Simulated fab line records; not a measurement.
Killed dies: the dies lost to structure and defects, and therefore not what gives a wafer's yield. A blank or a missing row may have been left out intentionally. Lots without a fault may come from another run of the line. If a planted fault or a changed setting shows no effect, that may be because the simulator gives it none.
Which of the tools did it? :: flow ritCmos :: 7 lots with 21 wafers sampled at 2 steps, on a route of 202 steps

WHAT THE GAUGES READ, wafer by wafer
RIT_NRETRO_TW_MEAS_10.
lot: L526
measured: day 2 18:41
on: filmMetro-02
NRETRO_TW: 1068 1065 1064

lot: L528
measured: day 3 02:55
on: filmMetro-02
NRETRO_TW: 1175 1176 1178

lot: L531
measured: day 4 03:07
on: filmMetro-03
NRETRO_TW: 1182 1180 1183

lot: L538
measured: day 5 11:13
on: filmMetro-01
NRETRO_TW: 1038 1037 1036

lot: L542
measured: day 6 02:08
on: filmMetro-01
NRETRO_TW: 1041 1046 1040

lot: L545
measured: day 6 13:26
on: filmMetro-01
NRETRO_TW: 1041 1039 1042

lot: L548
measured: day 7 02:38
on: filmMetro-01
NRETRO_TW: 1040 1037 1033

EACH LOT AND THE TOOL THAT RAN IT (in order: tool; ch and the chambers of the sampled wafers; start)
lot: L526
RIT_NRETRO_IMPLANT_08: implanter-03 ch 0, day 2 18:22

lot: L528
RIT_NRETRO_IMPLANT_08: implanter-03 ch 0, day 3 02:35

lot: L531
RIT_NRETRO_IMPLANT_08: implanter-03 ch 0, day 4 02:50

lot: L538
RIT_NRETRO_IMPLANT_08: implanter-04 ch 0, day 5 10:54

lot: L542
RIT_NRETRO_IMPLANT_08: implanter-04 ch 0, day 6 01:49

lot: L545
RIT_NRETRO_IMPLANT_08: implanter-02 ch 0, day 6 13:07

lot: L548
RIT_NRETRO_IMPLANT_08: implanter-03 ch 0, day 7 02:19
- RIT_NRETRO_IMPLANT_08

THE ANSWER, worked out from the rows above alone
Rule: the usual values come from the lots themselves. The widest of any qualifying gaps counts: lots, ordered by their means at a reading, are off when they make up no more than a third of the lots, leave a main group of 4 or more, and stand apart from it by 3 or more times the standard deviation of that group's means. A main group whose means are all the same, to the digits that the tables above print for the reading, isn't used. A lot without any number at a reading at which 4 lots or more have one is off too. All remaining lots with rows at the step are treated as sound.
Off: at RIT_NRETRO_TW_MEAS_10 (NRETRO_TW), L528, L531. The main group has a mean of 1044 with a standard deviation of 11.
A tool fits if, at a process step before that reading, it ran every lot that is off, and no sound lot after the first of them. The gauges at RIT_NRETRO_TW_MEAS_10 are tried like those tools. Of those tried, none fits.

WHAT THE SIMULATOR HAD PUT IN
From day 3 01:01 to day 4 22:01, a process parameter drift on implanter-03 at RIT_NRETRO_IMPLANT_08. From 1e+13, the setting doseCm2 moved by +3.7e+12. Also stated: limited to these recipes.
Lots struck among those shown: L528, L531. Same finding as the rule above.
